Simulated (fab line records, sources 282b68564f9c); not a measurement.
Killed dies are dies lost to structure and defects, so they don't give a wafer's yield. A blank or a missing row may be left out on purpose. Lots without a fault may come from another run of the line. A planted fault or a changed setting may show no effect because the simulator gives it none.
Which tool did it? | flow rit_cmos | 7 lots, 21 wafers sampled, at 2 steps of a route of 202

WHAT THE GAUGES READ, wafer by wafer
RIT_NSD_TW_MEAS_10.
lot  | measured    | on            | NSD_TW
L339 | day 3 13:13 | film_metro-02 | 3101 3101 3108
L342 | day 4 01:29 | film_metro-04 | 3140 3149 3106
L344 | day 4 10:08 | film_metro-04 | 3141 3138 3144
L350 | day 5 20:33 | film_metro-02 | 2880 2864 2855 2885 2871 2879
L353 | day 6 12:01 | film_metro-04 | 3142 3149 3142
L355 | day 7 06:02 | film_metro-02 | 3116 3137 3126
L360 | day 8 09:01 | film_metro-04 | 3110 3092 3096

WHICH TOOL RAN EACH LOT (tool, then ch and the chambers of the sampled wafers, then the start)
lot  | RIT_NSD_IMPLANT_08
L339 | implanter-02 ch 0, day 3 12:53
L342 | implanter-03 ch 0, day 4 01:09
L344 | implanter-02 ch 0, day 4 09:49
L350 | implanter-02 ch 0, day 5 20:16
L353 | implanter-01 ch 0, day 6 11:41
L355 | implanter-03 ch 0, day 7 05:43
L360 | implanter-03 ch 0, day 8 08:41
- RIT_NSD_IMPLANT_08

THE ANSWER, worked out from the rows above alone
Rule: what is usual is taken from the lots themselves. Put in order of their means at a reading, lots are off if they are a third of the lots or fewer, leave a main group of 4 or more, and stand apart from it by a gap of 3 or more times the standard deviation of the main group's means; of several such gaps the widest counts. A main group whose means are all the same, to the digits that the tables above print for the reading, isn't used. A lot without any number at a reading at which 4 lots or more have one is off too. The other lots that the step has rows for count as sound.
Off: L350, at RIT_NSD_TW_MEAS_10 (NSD_TW). The main group: mean 3124, standard deviation 17.
A tool fits if, at a process step before that reading, it ran every lot that is off, and no sound lot after the first of them. The gauges at RIT_NSD_TW_MEAS_10 are tried like those tools. One fits: implanter-02 at RIT_NSD_IMPLANT_08. Its last sound lot is L344 (day 4 09:49), its first lot that is off L350 (day 5 20:16): a fault that began between those two fits.

WHAT THE SIMULATOR HAD PUT IN
Process parameter drift: implanter-02, from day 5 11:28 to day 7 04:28, at RIT_NSD_IMPLANT_08. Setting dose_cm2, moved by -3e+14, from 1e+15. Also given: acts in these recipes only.
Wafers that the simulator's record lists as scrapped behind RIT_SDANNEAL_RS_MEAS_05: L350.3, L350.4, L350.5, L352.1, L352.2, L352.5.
Lots struck among those shown: L350. The rule above found the same.
